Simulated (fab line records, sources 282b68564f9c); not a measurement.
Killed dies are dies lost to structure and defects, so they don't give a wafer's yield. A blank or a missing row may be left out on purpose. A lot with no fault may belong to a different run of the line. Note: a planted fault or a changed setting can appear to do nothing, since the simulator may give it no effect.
A struck lot beside a sound one -- flow rit-cmos -- 18 out of 202 route steps
Sound: the wafers L953.1, L953.3, L953.5. The struck wafers were L967.1, L967.2, L967.4. The cause is named last.
Each step with rows lists, per side, the tool, then ch with its chambers, then its first start. Under that, the readings that differ: sound wafers -- struck wafers -- difference of the means -- sigmas: that difference in standard deviations of wafers without a fault.
alike: readings with means less than 2 such deviations apart, plus words and numbers identical on both sides. not compared: withheld readings, readings lacking a value on some wafer, bounds such as >300 that could conceal the same value, and numbers that have no deviation in the record and whose values overlap.
A row with sigmas, a row that says differs or no value, or rows on one side alone: a step with any of these is where the two part. Numbers that don't overlap but have no deviation are shown without sigmas and don't part them. A reading that every wafer of one side lacks parts them only if that side has two wafers or more.

first, 4 steps without rows for these wafers: RIT_NRETRO_SOFTBAKE_02 (time 60 s); RIT_NRETRO_EXPOSE_03 (exposes mask M4, target cd 43900 nm); RIT_NRETRO_PEB_04; RIT_NRETRO_DEVELOP_05 (develop time 68 s).
RIT_NRETRO_OVL_MEAS_06:
  sound: overlay-01 at day 3 00:20; struck: overlay-02 at day 5 22:21
  alike: NRETRO_OVL
then, 2 steps without rows for these wafers: RIT_NRETRO_HARDBAKE_07 (time 120 s); RIT_NRETRO_IMPLANT_08.
RIT_NRETRO_STRIP_09: strips in O2, time 180 s.
  sound on plasma-asher-02 ch 0,1, day 3 00:46; struck on plasma-asher-01 ch 0,1, day 5 22:47
  alike: drypump-motor-current-A
  not compared: rf-hours-counter-h
RIT_NRETRO_TW_MEAS_10:
  sound: film-metro-03 at day 3 00:56; struck: film-metro-02 at day 5 22:58
  alike: NRETRO_TW
then, 3 steps without rows for these wafers: RIT_PRETRO_HMDS_00 (prime time 60 s); RIT_PRETRO_COAT_01 (resist thk 1300 nm); RIT_PRETRO_SOFTBAKE_02 (time 60 s).
RIT_PRETRO_EXPOSE_03: exposes mask M5, target cd 43700 nm.
  sound on iline-stepper-01 ch 0, day 3 01:34; struck on iline-stepper-01 ch 0, day 5 23:29
reading,sound,struck,difference,sigmas
model.PRETRO.overlay-x-nm (nm),0.616 0.616 0.616,129.8 129.8 129.8,+129.2,
  alike: mask
then, 2 steps without rows for these wafers: RIT_PRETRO_PEB_04; RIT_PRETRO_DEVELOP_05 (develop time 68 s).
RIT_PRETRO_OVL_MEAS_06:
  sound: overlay-01 at day 3 02:00; struck: overlay-01 at day 5 23:55
reading,sound,struck,difference,sigmas
PRETRO_OVL (nm),2.7 0.8 -0.2,128.8 127.8 130.2,+127.8,+85
then, 1 step without rows for these wafers: RIT_PRETRO_HARDBAKE_07 (time 120 s).
RIT_M1_PROBE_99:
  record: rows for the struck wafers here (prober-01, day 7 03:49), none for the sound ones

== WHERE THEY PART ==
At RIT_PRETRO_OVL_MEAS_06 first; at RIT_M1_PROBE_99 last (within this record only).

WHY: what had been put in by the simulator
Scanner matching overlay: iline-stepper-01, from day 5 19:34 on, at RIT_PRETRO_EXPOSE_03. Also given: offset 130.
